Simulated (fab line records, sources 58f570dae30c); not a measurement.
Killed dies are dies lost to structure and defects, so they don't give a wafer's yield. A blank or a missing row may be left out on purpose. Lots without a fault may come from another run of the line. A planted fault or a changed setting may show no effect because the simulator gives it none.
Which tool did it? | flow berkeley_cmos170 | 14 lots, 42 wafers sampled, at 2 steps of a route of 331

WHAT THE GAUGES READ, wafer by wafer
UCB170_PWELL_TW_MEAS_17. Usual: PWELL_TW 378.4, standard deviation 2.3.
lot  | measured    | on            | PWELL_TW          | flag
L219 | day 3 11:01 | film_metro-02 | 379.8 380.0 382.8 |
L221 | day 3 21:18 | film_metro-04 | 378.2 377.0 376.6 |
L223 | day 4 05:52 | film_metro-04 | 380.1 381.1 379.7 |
L222 | day 4 06:08 | film_metro-02 | 381.6 383.6 380.0 |
L226 | day 4 14:14 | film_metro-02 | 380.8 377.1 380.9 |
L230 | day 5 08:10 | film_metro-04 | 382.0 380.8 381.0 |
L232 | day 5 19:41 | film_metro-03 | 376.0 376.9 375.1 |
L233 | day 6 09:40 | film_metro-03 | 373.6 375.1 375.8 |
L238 | day 7 00:42 | film_metro-04 | 381.0 381.3 378.9 |
L237 | day 7 00:44 | film_metro-02 | 377.5 377.7 377.6 |
L239 | day 7 20:50 | film_metro-02 | 377.0 377.3 376.3 |
L240 | day 7 20:55 | film_metro-03 | 375.9 376.1 378.5 |
L241 | day 7 21:10 | film_metro-04 | 378.8 379.3 380.4 |
L242 | day 8 07:59 | film_metro-03 | 377.4 379.3 374.7 |

UCB170_GATE_OVL_MEAS_13. Usual: GATE_OVL -1 nm, standard deviation 5.5.
lot  | measured     | on         | GATE_OVL (nm) | flag
L219 | day 7 02:34  | overlay-02 | -5 -7 -6      |
L221 | day 7 10:55  | overlay-02 | -1 4 2        |
L223 | day 7 22:34  | overlay-01 | -5 -3 -6      |
L222 | day 7 22:52  | overlay-01 | 11 9 5        |
L226 | day 8 05:38  | overlay-01 | -10 -4 -3     |
L230 | day 8 22:32  | overlay-02 | -3 -7 -8      |
L232 | day 9 05:57  | overlay-01 | -13 -12 -10   |
L233 | day 9 22:46  | overlay-02 | -2 -3 0       |
L238 | day 10 08:26 | overlay-01 | 7 5 4         |
L237 | day 10 08:07 | overlay-02 | 0 -3 1        |
L239 | day 11 08:57 | overlay-01 | -4 -3 -7      |
L240 | day 11 09:14 | overlay-01 | 0 -1 -1       |
L241 | day 11 10:36 | overlay-01 | -1 -8 -2      |
L242 | day 11 20:45 | overlay-02 | 2 8 -4        |

WHICH TOOL RAN EACH LOT (tool, then ch and the chambers of the sampled wafers, then the start)
The record holds no process step before these readings.

WHAT THE TOOLS THEMSELVES READ (means of the sampled wafers that have a number; where no wafer has one, the mark that the record gives instead)
The record holds no such reading with a usual standard deviation.

THE ANSWER, worked out from the rows above alone
Rule: a lot is off if the mean of its wafers that have a number lies more than 3 standard deviations from the usual mean. A lot without any number at a reading at which 4 lots or more have one is off too. The other lots that the step has rows for count as sound. The gauges are gone through in route order, then the tools' own readings, and for those a lot's mean is taken as printed above. The first step at which some lot is off is used, and at that step the reading that is off furthest; a lot without a number counts as furthest.
No lot is off at any reading shown: from this, nothing can be told.

WHAT THE SIMULATOR HAD PUT IN
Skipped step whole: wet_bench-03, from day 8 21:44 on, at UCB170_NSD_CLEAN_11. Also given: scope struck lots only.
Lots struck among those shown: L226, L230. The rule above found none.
